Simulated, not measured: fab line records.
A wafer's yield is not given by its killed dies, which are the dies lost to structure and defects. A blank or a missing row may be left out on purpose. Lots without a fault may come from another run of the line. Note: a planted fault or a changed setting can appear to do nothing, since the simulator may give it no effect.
Which of the tools did it? :: flow berkeley cmos170 :: Sampling: 7 lots, 21 wafers, 2 of 331 route steps

## WHAT EACH GAUGE READ, for each wafer
UCB170_NWELL_THK_MEAS_02.
lot: L187
measured: day 2 22:13
on: film metro-02
NWELL_OXIDE_THK (nm): 27.2 27.3 27.2

lot: L189
measured: day 2 22:13
on: film metro-04
NWELL_OXIDE_THK (nm): 26.0 25.9 26.5

lot: L194
measured: day 4 07:03
on: film metro-04
NWELL_OXIDE_THK (nm): 26.3 26.5 26.5

lot: L197
measured: day 4 19:53
on: film metro-04
NWELL_OXIDE_THK (nm): 37.4 37.8 37.3

lot: L199
measured: day 5 07:02
on: film metro-02
NWELL_OXIDE_THK (nm): 26.3 26.4 26.6

lot: L205
measured: day 6 13:50
on: film metro-04
NWELL_OXIDE_THK (nm): 26.5 25.8 26.5

lot: L207
measured: day 6 23:57
on: film metro-04
NWELL_OXIDE_THK (nm): 26.2 26.0 26.2

## EACH LOT AND THE TOOL THAT RAN IT (in order: tool; ch and the chambers of the sampled wafers; start)
lot: L187
UCB170_NWELL_OXIDATION_01: furnace-04 ch 0, day 2 20:52

lot: L189
UCB170_NWELL_OXIDATION_01: furnace-04 ch 0, day 2 20:52

lot: L194
UCB170_NWELL_OXIDATION_01: furnace-04 ch 0, day 4 05:42

lot: L197
UCB170_NWELL_OXIDATION_01: furnace-04 ch 0, day 4 16:38 and furnace-02 ch 0, day 4 18:26

lot: L199
UCB170_NWELL_OXIDATION_01: furnace-01 ch 0, day 5 05:41

lot: L205
UCB170_NWELL_OXIDATION_01: furnace-01 ch 0, day 6 12:29

lot: L207
UCB170_NWELL_OXIDATION_01: furnace-04 ch 0, day 6 22:34
- UCB170_NWELL_OXIDATION_01: target thk 26.4 nm, ox time 1260 s.

## THE ANSWER, worked out from the rows above alone
Rule: the usual values come from the lots themselves. Put in order of their means at a reading, lots are off if they are a third of the lots or fewer, leave a main group of 4 or more, and stand apart from it by a gap of 3 or more times the standard deviation of the main group's means; of several such gaps the widest counts. If all means in a main group match to the digits the tables above print for the reading, that group is not used. Also off: a lot with no number at a reading for which 4 or more lots have one. Any other lot the step has rows for is counted as sound.
Off: at UCB170_NWELL_THK_MEAS_02 (NWELL_OXIDE_THK), L197. The main group: mean 26.4 nm, standard deviation 0.38.
A tool fits if, at a process step before that reading, it ran every lot that is off, and no sound lot after the first of them. The gauges at UCB170_NWELL_THK_MEAS_02 are tried like those tools. One candidate fits, namely furnace-02 at UCB170_NWELL_OXIDATION_01. It ran no sound lot before its first lot that is off in this sample, so the start can't be narrowed down.

## WHAT THE SIMULATOR HAD PUT IN
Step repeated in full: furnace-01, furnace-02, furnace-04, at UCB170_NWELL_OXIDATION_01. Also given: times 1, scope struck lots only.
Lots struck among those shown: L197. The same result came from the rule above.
